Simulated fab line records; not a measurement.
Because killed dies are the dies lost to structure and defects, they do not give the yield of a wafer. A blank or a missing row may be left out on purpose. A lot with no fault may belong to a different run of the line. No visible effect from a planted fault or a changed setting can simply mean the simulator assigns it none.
fab line records	flow ritCmos
record: lots: 13	wafers: 39	lastDay: 7
route steps=202 shown M1@184
lots that met no fault: from a run of the same line without faults
startH: hours from the record's first day to the start of the lot's first wafer shown	waitH: hours elapsed since this lot's preceding step	" unchanged from the row above	L1.1+2: a row that stands for several wafers	- no value, or no start given	* or withheld: withheld	< > ~ a bound
route shown NAME@n: names a module that has steps shown in the file, with the first one's number in the route	usual: mean/standard deviation of fault-free wafers	same: alike in all rows	chamber/n: place in a boat	sites: the reading at each site	_std_site: standard deviation of those values	_edge_site: inner sites' mean taken away from outer sites' mean	radiusMm: for every site, how far away it sits from the centre of the wafer	mask NAME#n: copy n	behind: tool/chamber where the wafer was last shaped	hold: what put the lot on hold/how long, in hours/how the hold closed	device: the transistor (n, p or np) that didn't switch	end of line: the route-end tests of the same wafers	a step with no rows: only its recipe	killed: at the first sort, the dies lost to defects and structure; wafer yield is something else	map: shows each die of a wafer: x if killed, . if not, _ if none is there
set.NAME: the setting as run; set.NAME@STEP: as run at that earlier step	model.NAME: the simulator's own value behind a step, which no gauge read
one table for each step of the route and one row for each wafer, over a sample of lots
services: when a tool's chamber went out of use (startH, in hours from the record's first day, below 0 if earlier), for how many hours, and the reason
== steps ==
step: RIT_M1_SPUTTER_00
recipe: material: Al	targetThkNm: 400	powerW: 2000	chamberPressurePa: 0.4	gas: Ar	timeS: 500	substrateTempC: 25
usual: throttleValvePct: 30.5/1
lot.wafer	tool	chamber	startH	waitH	throttleValvePct
L852.1	pvdSputter-04	-	54.06	0.0	29.2
L852.2	"	-	"	"	30.9
L852.5	"	-	"	"	29.1
L853.3	pvdSputter-01	-	57.80	0.0	31.6
L853.5	"	-	"	"	31.4
L853.6	"	-	"	"	32.1
L854.1	pvdSputter-04	-	63.44	0.0	29.3
L854.4	"	-	"	"	30.5
L854.6	"	-	"	"	30.8
L855.1	pvdSputter-01	-	68.41	0.0	31.3
L855.4	"	-	"	"	31.9
L855.5	"	-	"	"	31.1
L856.1	pvdSputter-04	-	74.54	0.0	30.6
L856.2	"	-	"	"	29.2
L856.6	"	-	"	"	30.8
L860.2	pvdSputter-01	-	96.14	0.0	31.8
L860.4	"	-	"	"	31.1
L860.5	"	-	"	"	31.9
L862.1	pvdSputter-01	-	102.89	0.0	31.7
L862.4	"	-	"	"	31.3
L862.6	"	-	"	"	31.9
L865.4	pvdSputter-04	-	123.11	0.0	28.8
L865.5	"	-	"	"	30.7
L865.6	"	-	"	"	29.3
L867.3	pvdSputter-03	-	126.86	0.0	30.4
L867.4	"	-	"	"	30.1
L867.6	"	-	"	"	30.5
L869.2	pvdSputter-03	-	140.35	0.0	30.9
L869.4	"	-	"	"	30.6
L869.6	"	-	"	"	30.2
L871.4	pvdSputter-03	-	147.40	0.0	30.3
L871.5	"	-	"	"	30.9
L871.6	"	-	"	"	30.1
L873.1	pvdSputter-03	-	157.34	0.0	30.3
L873.2	"	-	"	"	29.1
L873.5	"	-	"	"	30.5
L875.3	pvdSputter-03	-	168.86	0.0	30.2
L875.4	"	-	"	"	29.3
L875.5	"	-	"	"	30.5
step: RIT_M1_RS_MEAS_01
recipe: thkMeasGauge: four-point-probe	reads: Al_of_M1_SPUTTER_00
usual: M1_AL_RS: 0.0734/0.00078
lot.wafer	tool	chamber	startH	waitH	M1_AL_RS[ohm/sq]
L852.1	filmMetro-04	-	54.35	0.1	0.0730
L852.2	"	-	"	"	0.0729
L852.5	"	-	"	"	0.0731
L853.3	filmMetro-04	-	58.13	0.2	0.0741
L853.5	"	-	"	"	0.0739
L853.6	"	-	"	"	0.0743
L854.1	filmMetro-02	-	63.73	0.1	0.0733
L854.4	"	-	"	"	0.0738
L854.6	"	-	"	"	0.0725
L855.1	filmMetro-02	-	68.70	0.1	0.0735
L855.4	"	-	"	"	0.0730
L855.5	"	-	"	"	0.0741
L856.1	filmMetro-04	-	74.83	0.1	0.0727
L856.2	"	-	"	"	0.0734
L856.6	"	-	"	"	0.0721
L860.2	filmMetro-04	-	96.45	0.2	0.0735
L860.4	"	-	"	"	0.0745
L860.5	"	-	"	"	0.0821
L862.1	filmMetro-01	-	103.18	0.1	0.0812
L862.4	"	-	"	"	0.0727
L862.6	"	-	"	"	0.0811
L865.4	filmMetro-04	-	123.46	0.2	0.0729
L865.5	"	-	"	"	0.0730
L865.6	"	-	"	"	0.0732
L867.3	filmMetro-04	-	127.20	0.2	0.0733
L867.4	"	-	"	"	0.0741
L867.6	"	-	"	"	0.0735
L869.2	filmMetro-02	-	140.66	0.2	0.0736
L869.4	"	-	"	"	0.0742
L869.6	"	-	"	"	0.0748
L871.4	filmMetro-01	-	147.75	0.2	0.0742
L871.5	"	-	"	"	0.0744
L871.6	"	-	"	"	0.0745
L873.1	filmMetro-02	-	157.64	0.1	0.0737
L873.2	"	-	"	"	0.0731
L873.5	"	-	"	"	0.0738
L875.3	filmMetro-02	-	169.19	0.2	0.0726
L875.4	"	-	"	"	0.0718
L875.5	"	-	"	"	0.0729
step: RIT_M1_THK_MEAS_02
recipe: thkMeasGauge: xrf	reads: Al_of_M1_SPUTTER_00
usual: M1_AL_THK: 399/4.5
lot.wafer	tool	chamber	startH	waitH	M1_AL_THK[nm]
L852.1	filmMetro-04	-	54.47	0.1	403
L852.2	"	-	"	"	400
L852.5	"	-	"	"	400
L853.3	filmMetro-04	-	58.23	0.1	395
L853.5	"	-	"	"	393
L853.6	"	-	"	"	394
L854.1	filmMetro-02	-	63.85	0.1	400
L854.4	"	-	"	"	396
L854.6	"	-	"	"	405
L855.1	filmMetro-02	-	68.82	0.1	400
L855.4	"	-	"	"	402
L855.5	"	-	"	"	397
L856.1	filmMetro-04	-	74.95	0.1	403
L856.2	"	-	"	"	401
L856.6	"	-	"	"	409
L860.2	filmMetro-04	-	96.56	0.1	397
L860.4	"	-	"	"	395
L860.5	"	-	"	"	358
L862.1	filmMetro-01	-	103.30	0.1	363
L862.4	"	-	"	"	403
L862.6	"	-	"	"	362
L865.4	filmMetro-04	-	123.55	0.1	403
L865.5	"	-	"	"	401
L865.6	"	-	"	"	401
L867.3	filmMetro-04	-	127.30	0.1	400
L867.4	"	-	"	"	398
L867.6	"	-	"	"	398
L869.2	filmMetro-02	-	140.77	0.1	397
L869.4	"	-	"	"	396
L869.6	"	-	"	"	391
L871.4	filmMetro-01	-	147.84	0.1	396
L871.5	"	-	"	"	394
L871.6	"	-	"	"	393
L873.1	filmMetro-02	-	157.76	0.1	397
L873.2	"	-	"	"	401
L873.5	"	-	"	"	396
L875.3	filmMetro-02	-	169.29	0.1	405
L875.4	"	-	"	"	410
L875.5	"	-	"	"	401
step: RIT_M1_METAL_ETCH_12
recipe: stopOn: SiO2	chemistry: Cl2/BCl3	target: Al	timeS: 165	overEtchFrac: 0.5	pressureMtorr: 100	targetDepthA: 6000	rfW: 250	Cl2_flow_sccm: 60	bcl3FlowSccm: 50
usual: drypumpMotorCurrentA: 5.6/0.61	oesProductAu: 0.769/0.01	throttleValvePct: 8.32/0.067
lot.wafer	tool	chamber	startH	waitH	drypumpMotorCurrentA	oesProductAu	rfHoursCounterH	throttleValvePct
L852.1	rieMetal-04	0	55.95	0.2	5.3	0.781	6.5	8.45
L852.2	"	1	"	"	5.1	0.757	2.2	8.31
L852.5	"	0	"	"	5.3	0.783	-	8.44
L853.3	rieMetal-02	1	59.74	0.2	5.4	0.747	-	8.25
L853.5	"	0	"	"	5.1	0.761	-	8.28
L853.6	"	1	"	"	5.4	0.752	-	8.24
L854.1	rieMetal-01	0	65.43	0.2	6.3	0.775	0.6	8.31
L854.4	"	1	"	"	6.7	0.765	-	8.28
L854.6	"	0	"	"	6.3	0.780	-	8.33
L855.1	rieMetal-04	0	70.32	0.2	5.3	0.780	6.6	8.44
L855.4	"	1	"	"	5.0	0.761	-	8.32
L855.5	"	0	"	"	5.3	0.772	-	8.46
L856.1	rieMetal-02	0	76.30	0.2	5.1	0.766	2.5	8.28
L856.2	"	1	"	"	5.4	0.757	2.9	8.25
L856.6	"	1	"	"	5.5	0.761	-	8.24
L860.2	rieMetal-01	0	98.02	0.2	6.3	0.773	0.9	8.32
L860.4	"	0	"	"	6.3	0.771	-	8.34
L860.5	"	1	"	"	6.7	0.734	-	8.27
L862.1	rieMetal-02	0	104.65	0.2	5.1	0.722	2.9	8.29
L862.4	"	0	"	"	5.1	0.769	-	8.28
L862.6	"	1	"	"	5.5	0.716	-	8.25
L865.4	rieMetal-02	0	125.00	0.1	5.1	0.771	-	8.28
L865.5	"	1	"	"	5.5	0.757	-	8.24
L865.6	"	0	"	"	5.1	0.771	-	8.27
L867.3	rieMetal-04	1	128.80	0.2	5.1	0.757	-	8.33
L867.4	"	0	"	"	5.3	0.769	-	8.44
L867.6	"	1	"	"	5.1	0.753	-	8.33
L869.2	rieMetal-04	0	142.19	0.2	5.3	0.783	7.5	8.43
L869.4	"	1	"	"	5.1	0.765	-	8.32
L869.6	"	1	"	"	5.1	0.761	-	8.34
L871.4	rieMetal-02	1	149.21	0.1	5.5	0.759	-	8.25
L871.5	"	0	"	"	5.1	0.765	-	8.29
L871.6	"	1	"	"	5.5	0.746	-	8.24
L873.1	rieMetal-01	1	159.11	0.2	6.7	0.772	1.6	8.27
L873.2	"	0	"	"	6.3	0.781	1.6	8.32
L873.5	"	1	"	"	6.7	0.772	-	8.29
L875.3	rieMetal-04	1	170.81	0.2	5.1	0.763	-	8.33
L875.4	"	0	"	"	5.3	0.785	-	8.45
L875.5	"	1	"	"	5.1	0.759	-	8.33
step: RIT_M1_PROBE_99
usual: defectLimitedYield: 97.4/1.2	killed_at_M0_to_M3: 0.0/0.12	killedAtContacts: 0.1/0.27	killedAtFrontEnd: 7/3.1	killedDies: 7/3.1	killedOpen: 3.6/2.3	killedShort: 3.2/2	sort_bin_3_pad_short: 0.1/0.22	sort_bin_5_function: 1.5/0.87	sort_bin_6_memory: 0.9/0.64	sortNPass: 257/3.1	sortYieldPct: 97.4/1.2
same: grossDies: 264	killed_at_M4_up: 0	killedAtBackSide: 0	killedAtOther: 0
lot.wafer	tool	chamber	startH	waitH	defectLimitedYield[%]	killed_at_M0_to_M3	killedAtContacts	killedAtFrontEnd	killedDies	killedOpen	killedShort	sort_bin_3_pad_short[%]	sort_bin_5_function[%]	sort_bin_6_memory[%]	sortNPass	sortYieldPct[%]
L853.3	prober-01	-	62.45	0.2	93.2	0	1	17	18	7	11	0.4	4.9	1.5	246	93.2
L853.5	prober-01	-	62.55	0.2	97.7	0	0	6	6	3	3	0.4	0.8	1.1	258	97.7
L853.6	prober-01	-	62.60	0.2	98.9	0	0	3	3	0	3	0	0.8	0.4	261	98.9
L854.1	prober-02	-	67.68	0.1	98.1	0	0	5	5	3	2	0	1.1	0.8	259	98.1
L854.4	prober-02	-	67.83	0.2	95.8	0	0	11	11	7	4	0	1.5	2.7	253	95.8
L854.6	prober-02	-	67.93	0.2	96.6	0	0	9	9	4	5	0	1.9	1.5	255	96.6
L860.2	prober-01	-	100.52	0.1	97.3	0	0	7	7	5	2	0.4	1.5	0.8	257	97.3
L860.4	prober-01	-	100.62	0.2	97.7	0	0	6	6	2	4	0	1.9	0.4	258	97.7
L860.5	prober-01	-	100.67	0.2	98.5	0	0	4	4	3	1	0	1.1	0.4	260	98.5
L865.4	prober-02	-	127.35	0.2	97.0	0	0	8	8	3	5	0	2.3	0.8	256	97.0
L865.5	prober-02	-	127.40	0.2	98.1	0	0	5	5	2	2	0.4	1.1	0.4	259	98.1
L865.6	prober-02	-	127.45	0.2	98.5	0	1	3	4	3	1	0	0.8	0.8	260	98.5
L867.3	prober-02	-	131.45	0.2	98.9	0	0	3	3	2	1	0	0.8	0.4	261	98.9
L867.4	prober-02	-	131.50	0.2	97.3	0	0	7	7	4	3	0	1.5	1.1	257	97.3
L867.6	prober-02	-	131.60	0.2	97.7	0	0	6	6	1	5	0	1.1	1.1	258	97.7
L871.4	prober-02	-	151.56	0.2	97.0	0	0	8	8	5	2	0	1.5	1.5	256	97.0
L871.5	prober-02	-	151.61	0.2	96.2	0	0	10	10	7	3	0.4	1.9	1.5	254	96.2
L871.6	prober-02	-	151.66	0.2	97.7	0	0	6	6	2	4	0	1.9	0.4	258	97.7
killed by level:class
L853.3 FOX1:geometricParticle:short=4 GATE:geometricParticle:open=3 GATE:geometricParticle:short=3 FOX2:geometricParticle:open=2 FOX1:geometricParticle:open=1 FOX2:geometricParticle:short=1 REOX:geometricParticle:short=1 SPACER:geometricParticle:open=1
L853.5 GATE:geometricParticle:short=2 FOX1:geometricParticle:open=1 FOX2:geometricParticle:short=1 REOX:geometricParticle:open=1 SPACER:geometricParticle:open=1
L853.6 FOX1:geometricParticle:short=2 FOX2:geometricParticle:short=1
L854.1 SPACER:geometricParticle:open=2 FOX2:geometricParticle:short=1 REOX:geometricParticle:open=1 SILICIDE:geometricParticle:short=1
L854.4 GATE:geometricParticle:short=3 GATE:geometricParticle:open=3 FOX2:geometricParticle:open=1 REOX:geometricParticle:short=1 REOX:geometricParticle:open=1 SPACER:geometricParticle:open=1 SILICIDE:geometricParticle:open=1
L854.6 GATE:geometricParticle:short=4 GATE:geometricParticle:open=3 SILICIDE:geometricParticle:open=1 SILICIDE:geometricParticle:short=1
L860.2 GATE:geometricParticle:open=2 GATE:geometricParticle:short=2 FOX2:geometricParticle:open=1 REOX:geometricParticle:open=1 SPACER:geometricParticle:open=1
L860.4 SPACER:geometricParticle:short=3 FOX1:geometricParticle:open=1 GATE:geometricParticle:open=1 GATE:geometricParticle:short=1
L860.5 FOX2:geometricParticle:open=1 GATE:geometricParticle:open=1 GATE:geometricParticle:short=1 SPACER:geometricParticle:open=1
L865.4 REOX:geometricParticle:open=2 REOX:geometricParticle:short=2 SPACER:geometricParticle:short=2 FOX2:geometricParticle:open=1 GATE:geometricParticle:short=1
L865.5 FOX1:geometricParticle:open=1 GATE:geometricParticle:short=1 GATE:geometricParticle:open=1 REOX:geometricParticle:short=1 PRETRO:coatMicrobubblePrinted=1
L865.6 REOX:geometricParticle:short=1 REOX:geometricParticle:open=1 SPACER:geometricParticle:open=1 CONTACT:geometricParticle:open=1
L867.3 GATE:geometricParticle:open=1 SPACER:geometricParticle:short=1 SILICIDE:geometricParticle:open=1
L867.4 GATE:geometricParticle:open=2 FOX1:geometricParticle:short=1 GATE:geometricParticle:short=1 REOX:geometricParticle:open=1 SILICIDE:geometricParticle:short=1 SILICIDE:geometricParticle:open=1
L867.6 SILICIDE:geometricParticle:short=3 GATE:geometricParticle:short=1 SPACER:geometricParticle:short=1 SILICIDE:geometricParticle:open=1
L871.4 FOX1:geometricParticle:short=2 GATE:geometricParticle:open=2 FOX1:geometricParticle:open=1 FOX2:geometricParticle:open=1 SPACER:geometricParticle:open=1 PRETRO:coatMicrobubblePrinted=1
L871.5 GATE:geometricParticle:open=2 REOX:geometricParticle:open=2 FOX1:geometricParticle:short=1 FOX1:geometricParticle:open=1 FOX2:geometricParticle:short=1 FOX2:geometricParticle:open=1 GATE:geometricParticle:short=1 SPACER:geometricParticle:open=1
L871.6 SILICIDE:geometricParticle:short=2 FOX1:geometricParticle:short=1 FOX2:geometricParticle:open=1 REOX:geometricParticle:open=1 REOX:geometricParticle:short=1
== services ==
tool	chamber	startH	hours	kind
rieMetal-02	1	52.50	5.2	repair
pvdSputter-04	-	54.55	1.0	repair
pvdSputter-03	-	110.27	1.6	repair
rieMetal-01	-	125.85	0.5	repair
pvdSputter-01	-	126.03	1.9	repair
rieMetal-01	-	141.85	2.8	pm
== key ==
firstSign: step: RIT_M1_RS_MEAS_01	reading: M1_AL_RS	direction: up	sigmas: 10	usual: 0.0734	struck: 0.0815
effect: step: RIT_M1_THK_MEAS_02	reading: M1_AL_THK	direction: down	sigmas: 8.6	usual: 399	struck: 361
effect: step: RIT_M1_METAL_ETCH_12	reading: oesProductAu	direction: down	sigmas: 4.3	usual: 0.769	struck: 0.724
metAt RIT_M1_SPUTTER_00
struckLots L860,L862
struckWafers L860.5,L862.1,L862.6
onsetBetween 57.80 96.14
fault: kind: processParameterDrift	tool: pvdSputter-01	chamber: -	onsetH: 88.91	steps: RIT_M1_SPUTTER_00	channel: targetThkNm	offset: -40	shape: step	endH: 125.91	stated: 400	scope: struckWafersOnly
